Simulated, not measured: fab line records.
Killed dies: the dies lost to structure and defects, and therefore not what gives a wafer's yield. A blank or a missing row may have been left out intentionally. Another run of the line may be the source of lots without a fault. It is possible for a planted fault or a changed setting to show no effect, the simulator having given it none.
The tool behind it: which one? ; flow berkeleyCmos170 ; 14 lots with 42 wafers sampled at 4 steps, on a route of 331 steps

## WHAT THE GAUGES SHOWED, per wafer
UCB170_NWELL_TW_MEAS_16.
lot;measured;on;NWELL_TW
L408;day 2 04:43;filmMetro-01;1265 1274 1261
L409;day 2 14:48;filmMetro-04;1246 1248 1256
L410;day 2 20:39;filmMetro-04;1246 1254 1256
L411;day 3 00:47;filmMetro-03;1251 1255 1248
L412;day 3 01:50;filmMetro-01;1267 1271 1274
L416;day 3 20:31;filmMetro-03;1256 1245 1262
L419;day 4 09:56;filmMetro-04;1240 1241 1245
L420;day 4 17:41;filmMetro-01;1269 1262 1264
L421;day 4 17:33;filmMetro-04;1250 1249 1248
L424;day 5 13:25;filmMetro-04;1248 1246 1249
L425;day 5 16:52;filmMetro-03;1254 1261 1252
L427;day 6 02:21;filmMetro-01;1274 1267 1277

UCB170_PWELL_THK_MEAS_06.
lot;measured;on;PWELL_NITRIDE_THK (nm)
L408;day 2 17:46;filmMetro-03;220.3 221.5 220.9
L409;day 3 03:16;filmMetro-03;216.0 217.1 218.2
L410;day 3 13:24;filmMetro-01;218.6 218.7 218.2
L411;day 3 13:21;filmMetro-03;215.8 215.7 215.0
L412;day 3 13:24;filmMetro-02;218.2 218.5 218.7
L416;day 4 08:25;filmMetro-01;219.3 220.2 220.0
L419;day 5 00:59;filmMetro-02;221.6 222.5 223.6
L420;day 5 08:07;filmMetro-01;221.4 221.1 223.1
L421;day 5 08:06;filmMetro-03;217.6 218.3 217.6
L424;day 6 04:05;filmMetro-02;216.4 217.6 217.9
L425;day 6 05:18;filmMetro-03;217.5 217.3 218.6
L427;day 6 16:49;filmMetro-03;217.9 217.0 218.4

UCB170_ACTIVE_THK_MEAS_03.
lot;measured;on;ACTIVE_OXIDE_THK (nm)
L408;day 3 10:08;filmMetro-02;26.3 26.3 26.3
L409;day 3 20:25;filmMetro-02;26.2 26.1 25.9
L410;day 4 12:42;filmMetro-02;26.3 26.9 26.4
L411;day 4 12:40;filmMetro-03;25.7 25.7 25.4
L412;day 4 12:40;filmMetro-04;26.6 26.6 27.2
L416;day 5 01:14;filmMetro-02;26.4 26.5 26.3
L419;day 5 19:26;filmMetro-04;25.8 25.4 25.6
L420;day 6 06:20;filmMetro-03;27.1 26.8 26.4
L421;day 6 06:19;filmMetro-02;26.6 26.7 26.4
L424;day 6 23:20;filmMetro-03;26.9 27.0 27.0
L425;day 6 23:20;filmMetro-04;26.8 26.5 27.0
L427;day 7 12:48;filmMetro-02;26.9 27.0 26.7

## EACH LOT AND THE TOOL THAT RAN IT (in order: tool; ch and the chambers of the sampled wafers; start)
lot;UCB170_START_OXIDATION_02
L408;furnace-01 ch 0, day 1 13:28
L409;furnace-03 ch 0, day 1 18:27
L410;furnace-04 ch 0, day 1 23:08
L411;furnace-01 ch 0, day 2 05:39
L412;furnace-01 ch 0, day 2 08:24
L416;furnace-03 ch 0, day 3 04:43
L419;furnace-04 ch 0, day 3 17:56
L420;furnace-01 ch 0, day 4 00:14
L421;furnace-01 ch 0, day 4 04:14
L422;furnace-03, day 4 09:47
L423;furnace-01, day 4 16:07
L424;furnace-04 ch 0, day 4 22:23
L425;furnace-03 ch 0, day 4 23:47
L427;furnace-04 ch 0, day 5 09:09
- UCB170_START_OXIDATION_02: target thk 20 nm, ox time 1800 s.

## WHAT THE TOOLS THEMSELVES READ (means of the sampled wafers that have a number; where no wafer has one, the mark that the record gives instead)
UCB170_START_OXIDATION_02.
lot;tool;oxTempC (C);oxTempCMax
L408;furnace-01;950.6;953.1
L409;furnace-03;950.1;954.6
L410;furnace-04;949.7;952.8
L411;furnace-01;950.1;953.0
L412;furnace-01;950.4;953.1
L416;furnace-03;950.0;953.7
L419;furnace-04;949.9;953.2
L420;furnace-01;949.8;952.4
L421;furnace-01;949.8;952.5
L422;furnace-03;-;-
L423;furnace-01;-;-
L424;furnace-04;950.1;953.4
L425;furnace-03;950.1;954.0
L427;furnace-04;949.8;952.7

## THE ANSWER, worked out from the rows above alone
Rule: what is usual is taken from the lots themselves. The widest of any qualifying gaps counts: lots, ordered by their means at a reading, are off when they make up no more than a third of the lots, leave a main group of 4 or more, and stand apart from it by 3 or more times the standard deviation of that group's means. A main group whose means are all the same, to the digits that the tables above print for the reading, isn't used. Also off: a lot with no number at a reading for which 4 or more lots have one. The other lots that the step has rows for count as sound. First the gauges in route order, then the tools' own readings, where a lot's mean is used as printed above. At the first step where some lot is off, the reading lying furthest off is the one used; lots without a number count as furthest.
Off at UCB170_START_OXIDATION_02 (oxTempC): L422, L423. Without a number there: L422, L423. For the main group the mean is 950.0 C and the standard deviation 0.25.
If a tool, at that step or one of the process steps before it, ran each lot that is off and ran no sound lot following the first of them, it fits. Of those tried, none fits.

## WHAT THE SIMULATOR PUT IN
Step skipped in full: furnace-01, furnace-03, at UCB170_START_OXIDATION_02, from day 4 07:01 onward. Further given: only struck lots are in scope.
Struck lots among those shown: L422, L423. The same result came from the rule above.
